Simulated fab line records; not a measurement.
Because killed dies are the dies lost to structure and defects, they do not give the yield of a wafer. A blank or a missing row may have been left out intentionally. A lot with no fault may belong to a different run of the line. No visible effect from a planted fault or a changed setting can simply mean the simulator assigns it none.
Comparing a struck lot with a sound one -- flow ritCmos -- 19 steps out of a route of 202
Sound: the wafers L481.2, L481.5, L481.6. Wafers L493.1, L493.3, L493.5 were the ones struck. The cause is given at the end.
For every step that has rows: the tool of each side, followed by ch and its chambers, followed by its first start. Under that, the readings that differ: sound wafers -- struck wafers -- difference of the means -- sigmas: that difference in standard deviations of wafers without a fault.
alike: readings with means less than 2 such deviations apart, plus words and numbers identical on both sides. not compared: withheld readings, readings lacking a value on some wafer, bounds such as >300 that could conceal the same value, and numbers that have no deviation in the record and whose values overlap.
Wherever a step has rows on one side only, a row that says differs or no value, or a row with sigmas, the two part there. Numbers that have no deviation but don't overlap get no sigmas and don't part them. Lack of a reading on every wafer of one side parts them only where that side has two or more wafers.

first, 1 step without rows for these wafers: RIT_GATE_CLEAN_04 (cleans in dHF, time 60 s).
RIT_FOX2_THK_MEAS_91:
  struck on filmMetro-01, day 4 21:51; sound on filmMetro-01, day 2 19:18
  alike: FIELD_OXIDE_LEFT_2_THK
then, 2 steps without rows for these wafers: RIT_GATE_OXIDATION_05 (target thk 3 nm, ox time 270 s); RIT_GATE_ANNEAL_06 (time 600 s).
RIT_GATE_THK_MEAS_07:
  struck on filmMetro-01, day 5 02:52; sound on filmMetro-02, day 2 20:41
  alike: GATE_OXIDE_THK
then, 1 step without rows for these wafers: RIT_GATE_CVD_08 (deposits poly-Si from SiH4, target thk 250 nm, time 2220 s).
RIT_GATE_THK_MEAS_09:
  struck on filmMetro-01, day 5 05:19; sound on filmMetro-01, day 2 22:22
  alike: GATE_POLY_THK
then, 5 steps without rows for these wafers: RIT_GATE_HMDS_10 (prime time 60 s); RIT_GATE_COAT_11 (resist thk 850 nm); RIT_GATE_SOFTBAKE_12 (time 60 s); RIT_GATE_EXPOSE_13 (exposes mask M6, target cd 150 nm); RIT_GATE_PEB_14.
RIT_GATE_DEVELOP_15: develop time 50 s.
  sound on lithoTrack-01 ch 0, day 2 23:00; struck on lithoTrack-04 ch 0, day 5 06:00
  alike: resistLineTempC
RIT_GATE_CD_MEAS_16 targets a cd of 150 nm.
  struck on cdSem-01, day 5 06:22; sound on cdSem-01, day 2 23:29
reading,sound,struck,difference,sigmas
cdNm (nm),143.7 144.6 144.4,156.3 158.7 158.7,+13.7,+5
RIT_GATE_OVL_MEAS_17:
  struck on overlay-02, day 5 06:29; sound on overlay-02, day 2 23:35
  alike: GATE_OVL
then, 1 step without rows for these wafers: RIT_GATE_HARDBAKE_18 (time 60 s).
RIT_GATE_ETCH_19: etches poly-Si in SF6/CHF3/O2, stops on SiO2, time 165 s, target depth 312.5 nm.
  sound on rieSi-01 ch 0,3, day 2 23:52; struck on rieSi-01 ch 0,3, day 5 06:40
reading,sound,struck,difference,sigmas
model.GATE.cdNm (nm),143.9 144.4 144.1,156.3 158.8 158.5,+13.7,
  alike: drypumpMotorCurrentA, oesProductAu, throttleValvePct
  not compared: rfHoursCounterH
RIT_GATE_STRIP_20: strips in O2, time 180 s.
  sound on plasmaAsher-02 ch 0,1, day 2 23:59; struck on plasmaAsher-02 ch 0, day 5 06:46
  alike: drypumpMotorCurrentA
  not compared: rfHoursCounterH
RIT_M1_PROBE_99:
  struck on prober-02, day 6 02:36; sound on prober-02, day 3 22:13
reading,sound,struck,difference,sigmas
model.etest.npolyLine.lineOhmUm,179.5 177.6 179.4,155.6 153.2 151.9,-25.3,
model.etest.ppolyLine.lineOhmUm,172.9 172.3 172.5,151.7 145.2 147.8,-24.3,
model.etest.npolyLine.widthNm (nm),94.55 95.65 95.11,108 110.5 109.8,+14,
model.etest.ppolyLine.widthNm (nm),95.52 96.61 95.75,108.4 110.8 110.6,+14.0,
model.etest.ring.delayPs,25.69 25.2 25.77,30.26 30.68 30.34,+4.87,
  alike: killedAtFrontEnd, killedDies, killedOpen, killedShort

== WHERE THEY PART ==
Only at RIT_GATE_CD_MEAS_16, as far as this record shows. Later steps at which nothing parts them and some readings are alike: RIT_GATE_OVL_MEAS_17, RIT_GATE_ETCH_19, RIT_GATE_STRIP_20, RIT_M1_PROBE_99.

WHY: what had been put in by the simulator
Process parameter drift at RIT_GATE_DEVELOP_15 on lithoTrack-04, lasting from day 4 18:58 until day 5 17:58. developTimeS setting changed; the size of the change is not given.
